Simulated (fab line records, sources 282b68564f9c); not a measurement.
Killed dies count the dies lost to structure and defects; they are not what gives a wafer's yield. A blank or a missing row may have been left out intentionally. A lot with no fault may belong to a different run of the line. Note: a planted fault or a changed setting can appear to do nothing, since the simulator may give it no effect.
Check for tools in common + flow rit-cmos + Sample size 14 lots and 42 wafers

THE REASON FOR OPENING IT
At RIT_PLDD_TW_MEAS_10 the reading PLDD_TW is flagged on 2 of 14 lots. No-fault wafers: 2358, standard deviation 12.
Rule: flag the lot when none of its wafers has a number, or when each of its wafers that has one lies beyond 4 standard deviations from that mean. As for the other lots, they are considered sound.

| lot  | measured    | on            | PLDD_TW, wafer by wafer | flag    |
|------|-------------|---------------|-------------------------|---------|
| L673 | day 2 19:13 | film-metro-04 | 2352 2326 2341          |         |
| L674 | day 3 05:01 | film-metro-03 | 2387 2386 2390          |         |
| L675 | day 3 07:13 | film-metro-01 | 2366 2364 2364          |         |
| L676 | day 3 11:25 | film-metro-03 | 2365 2369 2389          |         |
| L678 | day 3 20:33 | film-metro-04 | 2355 2332 2344          |         |
| L679 | day 4 00:56 | film-metro-03 | 2355 2362 2365          |         |
| L680 | day 4 06:01 | film-metro-04 | 2350 2356 2350          |         |
| L681 | day 4 12:10 | film-metro-03 | 2349 2368 2358          |         |
| L682 | day 4 17:31 | film-metro-04 | 2350 2351 2351          |         |
| L683 | day 4 20:34 | film-metro-03 | 2361 2361 2352          |         |
| L686 | day 5 14:47 | film-metro-03 | 2351 2355 2358          |         |
| L690 | day 6 10:00 | film-metro-03 | 2368 2370 2367          |         |
| L691 | day 6 13:45 | film-metro-01 | 2259 2252 2248          | FLAGGED |
| L692 | day 6 19:43 | film-metro-04 | 2252 2250 2253          | FLAGGED |
On average the flagged lots' numbers are 2252, which is -106 against the usual, or -9 standard deviations.

WHICH TOOL RAN EACH LOT
2 process steps preceding the reading are held in the record, out of 202 steps in the route. In each cell: the tool, then ch and the chambers that the sampled wafers went through, then the start.
| lot  | flag    | RIT_PWELL_STRIP_09                  | RIT_PLDD_IMPLANT_08            |
|------|---------|-------------------------------------|--------------------------------|
| L673 |         | plasma-asher-04 ch 1, day 1 23:26   | implanter-03 ch 0, day 2 18:53 |
| L674 |         | plasma-asher-01 ch 0,1, day 2 08:37 | implanter-03 ch 0, day 3 04:41 |
| L675 |         | plasma-asher-02 ch 0,1, day 2 10:46 | implanter-04 ch 0, day 3 06:54 |
| L676 |         | plasma-asher-01 ch 0,1, day 2 13:39 | implanter-04 ch 0, day 3 11:06 |
| L678 |         | plasma-asher-02 ch 0,1, day 2 23:26 | implanter-04 ch 0, day 3 20:14 |
| L679 |         | plasma-asher-01 ch 0,1, day 3 04:27 | implanter-04 ch 0, day 4 00:38 |
| L680 |         | plasma-asher-01 ch 0,1, day 3 09:46 | implanter-04 ch 0, day 4 05:41 |
| L681 |         | plasma-asher-04 ch 0,1, day 3 15:35 | implanter-04 ch 0, day 4 11:51 |
| L682 |         | plasma-asher-02 ch 0,1, day 3 19:32 | implanter-01 ch 0, day 4 17:11 |
| L683 |         | plasma-asher-04 ch 0,1, day 4 00:35 | implanter-01 ch 0, day 4 20:15 |
| L686 |         | plasma-asher-01 ch 0,1, day 4 15:50 | implanter-03 ch 0, day 5 14:28 |
| L690 |         | plasma-asher-01 ch 0,1, day 5 12:46 | implanter-04 ch 0, day 6 09:40 |
| L691 | FLAGGED | plasma-asher-01 ch 0,1, day 5 17:14 | implanter-03 ch 0, day 6 13:26 |
| L692 | FLAGGED | plasma-asher-02 ch 0,1, day 5 23:39 | implanter-03 ch 0, day 6 19:23 |
These steps, and what they do:
- RIT_PWELL_STRIP_09: strips in O2, time 180 s.
- RIT_PLDD_IMPLANT_08
- RIT_PLDD_TW_MEAS_10

FLAGGED OVER TOTAL, TOOL BY TOOL (the gauges that took the reading come last)
| step                | tool            | lots run | flagged | share of the flagged lots | sound lots run after its first flagged lot |
|---------------------|-----------------|----------|---------|---------------------------|--------------------------------------------|
| RIT_PWELL_STRIP_09  | plasma-asher-01 | 7        | 1       | some                      | 0                                          |
| RIT_PWELL_STRIP_09  | plasma-asher-02 | 4        | 1       | some                      | 0                                          |
| RIT_PWELL_STRIP_09  | plasma-asher-04 | 3        | 0       | none                      | -                                          |
| RIT_PLDD_IMPLANT_08 | implanter-01    | 2        | 0       | none                      | -                                          |
| RIT_PLDD_IMPLANT_08 | implanter-03    | 5        | 2       | all                       | 0                                          |
| RIT_PLDD_IMPLANT_08 | implanter-04    | 7        | 0       | none                      | -                                          |
| RIT_PLDD_TW_MEAS_10 | film-metro-01   | 2        | 1       | some                      | 0                                          |
| RIT_PLDD_TW_MEAS_10 | film-metro-03   | 7        | 0       | none                      | -                                          |
| RIT_PLDD_TW_MEAS_10 | film-metro-04   | 5        | 1       | some                      | 0                                          |

WHAT THE TABLE PERMITS
All flagged lots share 1 row of the table, namely implanter-03 at RIT_PLDD_IMPLANT_08.
- implanter-03 at RIT_PLDD_IMPLANT_08 ran 5 lots, 2 of them flagged. It ran its last sound lot, L686, at day 5 14:28 and its first flagged lot, L691, at day 6 13:26: a fault with its onset between the two fits.
Just one tool remains: implanter-03 at RIT_PLDD_IMPLANT_08.

WHAT THE SIMULATOR HAD PUT IN
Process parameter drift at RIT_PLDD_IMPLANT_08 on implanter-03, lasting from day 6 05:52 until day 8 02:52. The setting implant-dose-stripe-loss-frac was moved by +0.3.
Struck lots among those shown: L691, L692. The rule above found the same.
